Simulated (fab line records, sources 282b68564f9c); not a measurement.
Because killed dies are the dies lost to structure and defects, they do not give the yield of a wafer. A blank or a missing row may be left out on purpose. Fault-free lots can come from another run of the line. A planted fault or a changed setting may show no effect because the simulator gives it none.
Which of the tools did it?	flow ritCmos	15 lots with 45 wafers sampled at 2 steps, on a route of 202 steps

WHAT THE GAUGES SHOWED, per wafer
RIT_SDANNEAL_RS_MEAS_06: measurement is done with a four-point probe.
lot	measured	on	PLDD_RS (ohm/sq)
L371	day 3 04:01	filmMetro-01	178.4 178.3 178.3
L372	day 3 10:50	filmMetro-03	178.4 178.4 178.8
L373	day 3 13:28	filmMetro-01	177.7 178.4 177.8
L374	day 3 21:04	filmMetro-03	177.6 178.4 178.3
L378	day 4 16:39	filmMetro-04	173.5 174.1 174.0
L379	day 5 02:01	filmMetro-04	172.9 173.2 173.0
L380	day 5 07:46	filmMetro-03	173.7 173.4 173.1
L381	day 5 11:25	filmMetro-01	179.1 178.3 178.5
L382	day 5 15:35	filmMetro-01	179.8 180.2 179.3
L386	day 6 16:36	filmMetro-03	178.0 178.1 178.1
L388	day 6 20:20	filmMetro-01	178.7 179.0 178.4
L389	day 7 00:23	filmMetro-01	178.3 178.3 178.0
L390	day 7 06:54	filmMetro-01	178.6 179.2 178.6
L391	day 7 09:41	filmMetro-04	178.7 178.3 178.6
L393	day 7 20:26	filmMetro-03	177.7 178.4 177.3

EACH LOT AND THE TOOL THAT RAN IT (in order: tool; ch and the chambers of the sampled wafers; start)
lot	RIT_PLDD_IMPLANT_08
L371	implanter-01 ch 0, day 2 21:31
L372	implanter-03 ch 0, day 3 04:11
L373	implanter-03 ch 0, day 3 06:50
L374	implanter-02 ch 0, day 3 14:05
L378	implanter-03 ch 0, day 4 10:08
L379	implanter-03 ch 0, day 4 19:29
L380	implanter-03 ch 0, day 5 01:23
L381	implanter-02 ch 0, day 5 04:53
L382	implanter-01 ch 0, day 5 08:45
L386	implanter-02 ch 0, day 6 09:23
L388	implanter-02 ch 0, day 6 13:36
L389	implanter-02 ch 0, day 6 17:56
L390	implanter-02 ch 0, day 7 00:06
L391	implanter-01 ch 0, day 7 03:10
L393	implanter-01 ch 0, day 7 13:54
- RIT_PLDD_IMPLANT_08

WHAT THE TOOLS THEMSELVES READ (means of the sampled wafers that have a number; where no wafer has one, the mark that the record gives instead)
RIT_PLDD_IMPLANT_08.
lot	tool	beamEnergyKeV	tiltDeg (degrees)
L371	implanter-01	19.994	7.003
L372	implanter-03	19.996	6.990
L373	implanter-03	20.000	6.991
L374	implanter-02	20.001	7.021
L378	implanter-03	21.588	6.986
L379	implanter-03	21.581	7.002
L380	implanter-03	21.567	6.990
L381	implanter-02	20.001	6.984
L382	implanter-01	19.998	6.975
L386	implanter-02	20.000	7.022
L388	implanter-02	19.999	7.028
L389	implanter-02	19.999	7.014
L390	implanter-02	19.995	7.004
L391	implanter-01	19.994	6.988
L393	implanter-01	19.997	7.025

THE ANSWER, worked out from the rows above alone
Rule: the usual values come from the lots themselves. The widest of any qualifying gaps counts: lots, ordered by their means at a reading, are off when they make up no more than a third of the lots, leave a main group of 4 or more, and stand apart from it by 3 or more times the standard deviation of that group's means. A main group is skipped when, at the precision printed for the reading in the tables above, its means are all equal. A lot without any number at a reading at which 4 lots or more have one is off too. The other lots that the step has rows for count as sound. After the gauges, taken in route order, come the tools' own readings; for these a lot's mean is taken, as printed above. The first step at which some lot is off is used, and at that step the reading that is off furthest; a lot without a number counts as furthest.
Off: L378, L379, L380, at RIT_SDANNEAL_RS_MEAS_06 (PLDD_RS). For the main group the mean is 178.5 ohm/sq and the standard deviation 0.5.
A tool fits if, at a process step before that reading, it ran every lot that is off, and no sound lot after the first of them. Not tried: the gauges at RIT_SDANNEAL_RS_MEAS_06; whatever is off there is also off at RIT_PLDD_IMPLANT_08, on other tools, and gauge error can't account for it. One fits: RIT_PLDD_IMPLANT_08 on implanter-03. A fault onset in the window from L373 (day 3 06:50, its last sound lot) to L378 (day 4 10:08, its first lot off) fits.
On the lots that are off, the tool's own readings at RIT_PLDD_IMPLANT_08 differ by more than 5 times the standard deviation of the sound lots' means, which bears it out; beamEnergyKeV reads 21.579 there versus 19.998 on the sound lots.

WHAT THE SIMULATOR HAD PUT IN
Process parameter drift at RIT_PLDD_IMPLANT_08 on implanter-03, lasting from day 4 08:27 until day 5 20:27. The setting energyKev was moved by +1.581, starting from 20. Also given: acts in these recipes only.
Shown lots that were struck: L378, L379, L380. Same finding as the rule above.
